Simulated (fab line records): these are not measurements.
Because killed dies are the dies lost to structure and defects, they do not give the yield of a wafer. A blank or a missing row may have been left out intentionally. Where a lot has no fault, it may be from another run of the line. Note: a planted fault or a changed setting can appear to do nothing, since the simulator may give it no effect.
One fault seen from 2 desks + flow berkeley_cmos170 + each desk holds nothing but its own numbers, with what lay behind them at the end

== DESK OF THE TOOL OWNER: pecvd-01 ==
The tool's own readings at UCB170_SPACER_CVD_00 (deposits SiO2 from TEOS/O2, target thk 376 nm, time 47 s): means of the sampled wafers that have a number, for each lot that ran on this tool. Marked OUT: a lot whose mean sits more than 4 standard deviations from the usual mean, which makes it out of limits; the brackets give that distance.
Columns: A = heater_power_w at UCB170_SPACER_CVD_00, usual 271 W
| lot  | first seen here | A   |
|------|-----------------|-----|
| L242 | day 7 23:23     | 271 |
| L243 | day 8 08:00     | 255 |
| L256 | day 10 04:08    | 225 |
| L255 | day 10 05:14    | 291 |
This desk's finding: nothing out of limits on any of the 4 lots.

== METROLOGY DESK ==
Means of the sampled wafers that have a number, per lot and without regard to the tool the lot ran on: this is what the gauges read. Marked OUT: a lot whose mean sits more than 4 standard deviations from the usual mean, which makes it out of limits; the brackets give that distance.
Columns: A = NVT_TW at UCB170_NVT_TW_MEAS_09, usual 528; B = cd_nm at UCB170_GATE_CD_MEAS_90, usual 349.9 nm; C = cd_nm at UCB170_PLDD_CD_MEAS_06, usual 1199.8 nm; D = SPACER_TEOS_THK at UCB170_SPACER_THK_MEAS_01, usual 378 nm
| lot  | first seen here | A   | B     | C      | D             |
|------|-----------------|-----|-------|--------|---------------|
| L242 | day 6 22:20     | 534 | 350.2 | 1201.4 | 380           |
| L247 | day 7 07:58     | 532 | 351.0 | 1200.6 | 376           |
| L246 | day 7 08:02     | 522 | 350.1 | 1198.3 | 382           |
| L245 | day 7 08:28     | 531 | 350.7 | 1199.9 | 376           |
| L244 | day 7 08:34     | 521 | 348.6 | 1199.3 | 381           |
| L243 | day 7 08:51     | 522 | 348.8 | 1200.7 | 376           |
| L255 | day 9 05:14     | 525 | 351.1 | 1199.5 | 710 (+77) OUT |
| L256 | day 9 05:31     | 525 | 349.4 | 1201.1 | 710 (+77) OUT |
| L258 | day 9 20:22     | 525 | 348.8 | 1199.7 | 378           |
| L259 | day 10 10:34    | 525 | 348.6 | 1199.3 | 374           |
| L260 | day 10 11:05    | 527 | 349.6 | 1200.6 | 374           |
| L262 | day 10 19:19    | 533 | 349.3 | 1199.1 | 376           |
| L263 | day 10 19:36    | 526 | 349.7 | 1200.3 | 373           |
Finding of this desk: L255, L256 out of limits, first seen on L256 at day 10 04:11 (SPACER_TEOS_THK at UCB170_SPACER_THK_MEAS_01). L242, L247, L246, L245, L244, L243, L258, L259, L260, L262, L263: within limits.

== PUT TOGETHER ==
L255, L256 would have let the metrology desk raise an alarm at day 10 04:11.
The desk of the tool owner found nothing out of limits.
The tool owner's desk has L255, L256 on record, within its limits.
All the named lots went through UCB170_SPACER_CVD_00 on pecvd-01.

== WHAT THE SIMULATOR PUT IN ==
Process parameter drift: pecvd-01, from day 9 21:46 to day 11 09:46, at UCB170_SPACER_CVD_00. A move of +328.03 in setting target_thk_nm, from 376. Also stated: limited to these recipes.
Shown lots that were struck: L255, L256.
Per desk, hours elapsed from the start of the fault to the first reading out of limits: for the metrology desk, 6.
